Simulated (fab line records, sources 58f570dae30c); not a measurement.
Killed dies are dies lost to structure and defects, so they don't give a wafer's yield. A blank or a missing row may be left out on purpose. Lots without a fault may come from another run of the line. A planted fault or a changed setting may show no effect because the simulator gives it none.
Problem report in the 8D (eight disciplines) form, filled by code | flow berkeley_cmos170 | the parts of the form that need people (team, actions taken, sign-off) are left out

1. THE PROBLEM
oes_product_au at UCB170_GATE_ETCH_15 reads a mean of 0.694 a.u. on 2 wafers of 2 lots; wafers without a fault read 0.825 a.u. with a standard deviation of 0.0083. That is -16 standard deviations from the usual mean.
The step: etches poly-Si in HBr/Cl2, stops on SiO2, time 56.3 s, target depth 278.2 nm.
First seen on wafer L492.2, day 8 03:51, on rie_si-02. The record holds 18 wafers of 6 lots with a number at this step. Rule for "out", or "out of limits": more than 4 standard deviations from the usual mean. The other wafers with a number count as sound.

2. WHAT IT IS AND WHAT IT IS NOT
question                    | is               | is not
which readings at this step | oes_product_au   | chamber_pressure_mTorr, drypump_motor_current_A, throttle_valve_pct
which lots                  | L492, L493       | L486, L494, L500, L503
which wafers of those lots  | L492.2, L493.1   | L492.3, L492.6, L493.3, L493.4
read on which tools         | rie_si-02        | rie_si-01
when                        | from day 8 03:51 | up to then (5 sound wafers); but 11 sound wafers of L493, L494, L500, L503 came after

3. SUSPECTS, AND WHAT RULES EACH OUT
Counting: a tool at a process step up to the reading stays a suspect if it ran every lot that is out. Sound lots after the first of them don't rule it out here, since some wafers of a struck lot are sound.
- rie_si-02 at UCB170_GATE_ETCH_15 (etches poly-Si in HBr/Cl2, stops on SiO2, time 56.3 s, target depth 278.2 nm): kept. It ran every lot that is out, first L492 (day 8 03:51); its last sound lot up to then is L486 (day 7 06:06). Its own readings are out on those wafers: oes_product_au.
- Within rie_si-02 at UCB170_GATE_ETCH_15: the wafers that are out ran in chamber 0; their sound lot-mates ran in chambers 2, 3.
Left after counting: rie_si-02 at UCB170_GATE_ETCH_15.

4. THE CAUSE (what the simulator had put in)
Process parameter drift: rie_si-02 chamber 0, from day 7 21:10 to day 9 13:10, at UCB170_GATE_ETCH_15. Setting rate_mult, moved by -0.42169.
Counting left only this tool.

5. THE CHAIN OF EFFECTS, in route order
Each row: a reading whose mean over the struck wafers that have a number lies more than 3 standard deviations from the usual. Only readings for which the record gives a usual standard deviation are gone through. hours: the time from each lot's start at the first step in this table that gives one to its start at this step, as a median over the lots. sigmas: the change in usual standard deviations.
hours | step                | reading        | usual      | on struck wafers | change | sigmas
0     | UCB170_GATE_ETCH_15 | oes_product_au | 0.825 a.u. | 0.694            | -0.131 | -16
The process steps in it:
- UCB170_GATE_ETCH_15: etches poly-Si in HBr/Cl2, stops on SiO2, time 56.3 s, target depth 278.2 nm.

6. WHAT WOULD HAVE CAUGHT IT SOONER
In this record the first reading out of limits was taken at day 8 03:51, 7 hours after the fault began at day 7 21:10.
